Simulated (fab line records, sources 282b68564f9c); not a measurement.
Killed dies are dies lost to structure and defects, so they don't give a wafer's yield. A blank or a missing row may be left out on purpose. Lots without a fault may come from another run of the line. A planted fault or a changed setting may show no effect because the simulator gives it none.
Which tool did it? | flow rit_cmos | 7 lots, 21 wafers sampled, at 2 steps of a route of 202

WHAT THE GAUGES READ, wafer by wafer
RIT_SPACER_THK_MEAS_04.
lot  | measured    | on            | SPACER_NITRIDE_THK (nm)
L769 | day 3 10:31 | film_metro-03 | 248.9 247.9 248.1
L771 | day 3 17:28 | film_metro-03 | 253.9 254.0 251.5
L775 | day 4 11:48 | film_metro-02 | 252.8 249.1 249.2
L778 | day 5 01:35 | film_metro-01 | 250.3 250.7 248.9
L780 | day 5 12:10 | film_metro-01 | 250.6 251.8 252.3
L789 | day 7 19:01 | film_metro-03 | 253.2 269.1 273.4
L791 | day 8 05:56 | film_metro-01 | 248.3 247.7 249.7

WHICH TOOL RAN EACH LOT (tool, then ch and the chambers of the sampled wafers, then the start)
lot  | RIT_SPACER_CVD_03
L769 | lpcvd-01 ch 0, day 3 08:35
L771 | lpcvd-02 ch 1, day 3 15:32
L775 | lpcvd-02 ch 0, day 4 09:52
L778 | lpcvd-02 ch 0, day 4 23:41
L780 | lpcvd-01 ch 1, day 5 10:13
L789 | lpcvd-02 ch 0, day 7 17:05
L791 | lpcvd-01 ch 1, day 8 04:01
- RIT_SPACER_CVD_03: deposits Si3N4 from SiH2Cl2/NH3, target thk 250 nm, time 3300 s.

THE ANSWER, worked out from the rows above alone
Rule: what is usual is taken from the lots themselves. Put in order of their means at a reading, lots are off if they are a third of the lots or fewer, leave a main group of 4 or more, and stand apart from it by a gap of 3 or more times the standard deviation of the main group's means; of several such gaps the widest counts. A main group whose means are all the same, to the digits that the tables above print for the reading, isn't used. A lot without any number at a reading at which 4 lots or more have one is off too. The other lots that the step has rows for count as sound.
Off: L789, at RIT_SPACER_THK_MEAS_04 (SPACER_NITRIDE_THK). The main group: mean 250.3 nm, standard deviation 1.7.
A tool fits if, at a process step before that reading, it ran every lot that is off, and no sound lot after the first of them. The gauges at RIT_SPACER_THK_MEAS_04 are tried like those tools. Can't be told from this: 2 tools fit, lpcvd-02 at RIT_SPACER_CVD_03, film_metro-03 at RIT_SPACER_THK_MEAS_04.

WHAT THE SIMULATOR HAD PUT IN
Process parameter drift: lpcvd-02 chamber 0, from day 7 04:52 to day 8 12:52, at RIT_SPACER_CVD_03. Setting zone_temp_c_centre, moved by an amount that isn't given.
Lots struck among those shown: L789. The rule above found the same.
